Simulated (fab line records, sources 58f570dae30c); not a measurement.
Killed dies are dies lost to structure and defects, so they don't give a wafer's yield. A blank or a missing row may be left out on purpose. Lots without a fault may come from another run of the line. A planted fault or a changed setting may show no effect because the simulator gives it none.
Tool commonality check | flow berkeley_cmos170 | 14 lots, 42 wafers sampled

WHY IT WAS OPENED
At UCB170_SDANNEAL_RS_MEAS_02 the reading PSD_RS is flagged on 2 of 14 lots. Wafers without a fault read 75.65 ohm/sq, standard deviation 0.25.
Rule: a lot is flagged when every wafer of it that has a number lies more than 4 standard deviations from that mean, or none has a number. The other lots count as sound.

lot  | measured     | on            | PSD_RS (ohm/sq), wafer by wafer | flag
L859 | day 8 08:07  | film_metro-01 | 75.95 76.09 75.79               |
L858 | day 8 09:42  | film_metro-01 | 75.32 75.48 75.08               |
L862 | day 8 18:19  | film_metro-03 | 75.23 75.58 75.75               |
L861 | day 8 18:29  | film_metro-04 | 75.65 75.70 75.91               |
L863 | day 8 18:59  | film_metro-04 | 75.91 75.69 75.83               |
L864 | day 8 21:23  | film_metro-04 | 75.90 75.74 75.83               |
L866 | day 9 17:19  | film_metro-01 | 75.68 75.77 75.65               |
L865 | day 9 17:31  | film_metro-04 | 75.63 75.98 75.54               |
L870 | day 10 07:34 | film_metro-04 | 75.48 75.71 75.34               |
L871 | day 10 07:50 | film_metro-03 | 75.55 75.49 75.64               |
L869 | day 10 08:11 | film_metro-01 | 56.69 56.73 56.65               | FLAGGED
L873 | day 11 07:35 | film_metro-04 | 56.99 56.86 56.85               | FLAGGED
L877 | day 12 00:26 | film_metro-04 | 75.55 75.86 75.87               |
L880 | day 12 12:31 | film_metro-01 | 75.08 75.52 75.29               |
The numbers of the flagged lots are 56.80 ohm/sq on average: -18.86 ohm/sq against the usual, or -75 standard deviations.

WHICH TOOL RAN EACH LOT
The record holds 2 process steps before the reading, out of a route of 331 steps. In each cell: the tool, then ch and the chambers that the sampled wafers went through, then the start.
lot  | flag    | UCB170_NWELL_STRIP_15               | UCB170_SDANNEAL_RTA_01
L859 |         | plasma_asher-01 ch 0,1, day 2 17:10 | rtp_anneal-01 ch 0, day 8 08:03
L858 |         | plasma_asher-02 ch 0,1, day 2 16:56 | rtp_anneal-01 ch 0, day 8 09:38
L862 |         | plasma_asher-01 ch 0,1, day 3 11:53 | rtp_anneal-01 ch 0, day 8 18:15
L861 |         | plasma_asher-01 ch 0,1, day 3 02:16 | rtp_anneal-02 ch 0, day 8 18:25
L863 |         | plasma_asher-02 ch 0,1, day 3 12:17 | rtp_anneal-01 ch 0, day 8 18:41
L864 |         | plasma_asher-02 ch 0,1, day 3 20:51 | rtp_anneal-02 ch 0, day 8 21:19
L866 |         | plasma_asher-02 ch 0,1, day 4 04:29 | rtp_anneal-01 ch 0, day 9 17:15
L865 |         | plasma_asher-02 ch 0,1, day 4 04:12 | rtp_anneal-02 ch 0, day 9 17:26
L870 |         | plasma_asher-01 ch 0,1, day 5 02:09 | rtp_anneal-01 ch 0, day 10 07:30
L871 |         | plasma_asher-02 ch 0,1, day 5 02:19 | rtp_anneal-02 ch 0, day 10 07:46
L869 | FLAGGED | plasma_asher-03 ch 0,1, day 5 02:07 | rtp_anneal-01 ch 0, day 10 08:07
L873 | FLAGGED | plasma_asher-02 ch 0,1, day 5 19:40 | rtp_anneal-01 ch 0, day 11 07:31
L877 |         | plasma_asher-02 ch 0,1, day 6 04:49 | rtp_anneal-02 ch 0, day 12 00:13
L880 |         | plasma_asher-01 ch 0,1, day 7 05:01 | rtp_anneal-02 ch 0, day 12 12:26
What these steps do:
- UCB170_NWELL_STRIP_15: strips in O2.
- UCB170_SDANNEAL_RTA_01: time 5 s.
- UCB170_SDANNEAL_RS_MEAS_02: measures by four-point-probe.

FLAGGED OVER TOTAL, TOOL BY TOOL (the gauges that took the reading come last)
step                       | tool            | lots run | flagged | share of the flagged lots | sound lots run after its first flagged lot
UCB170_NWELL_STRIP_15      | plasma_asher-01 | 5        | 0       | none                      | -
UCB170_NWELL_STRIP_15      | plasma_asher-02 | 8        | 1       | some                      | 1 (L877)
UCB170_NWELL_STRIP_15      | plasma_asher-03 | 1        | 1       | some                      | 0
UCB170_SDANNEAL_RTA_01     | rtp_anneal-01   | 8        | 2       | all                       | 0
UCB170_SDANNEAL_RTA_01     | rtp_anneal-02   | 6        | 0       | none                      | -
UCB170_SDANNEAL_RS_MEAS_02 | film_metro-01   | 5        | 1       | some                      | 1 (L880)
UCB170_SDANNEAL_RS_MEAS_02 | film_metro-03   | 2        | 0       | none                      | -
UCB170_SDANNEAL_RS_MEAS_02 | film_metro-04   | 7        | 1       | some                      | 1 (L877)

WHAT THE TABLE ALLOWS
1 row of the table ran every flagged lot: rtp_anneal-01 at UCB170_SDANNEAL_RTA_01.
- rtp_anneal-01 at UCB170_SDANNEAL_RTA_01: 2 of its 8 lots flagged. Its last sound lot is L870 (day 10 07:30), its first flagged lot L869 (day 10 08:07): a fault that began between those two fits.
One tool is left: rtp_anneal-01 at UCB170_SDANNEAL_RTA_01.

WHAT THE SIMULATOR HAD PUT IN
Process parameter drift: rtp_anneal-01, from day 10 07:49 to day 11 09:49, at UCB170_SDANNEAL_RTA_01. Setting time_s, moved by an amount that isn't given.
Lots struck among those shown: L869, L873. The rule above found the same.
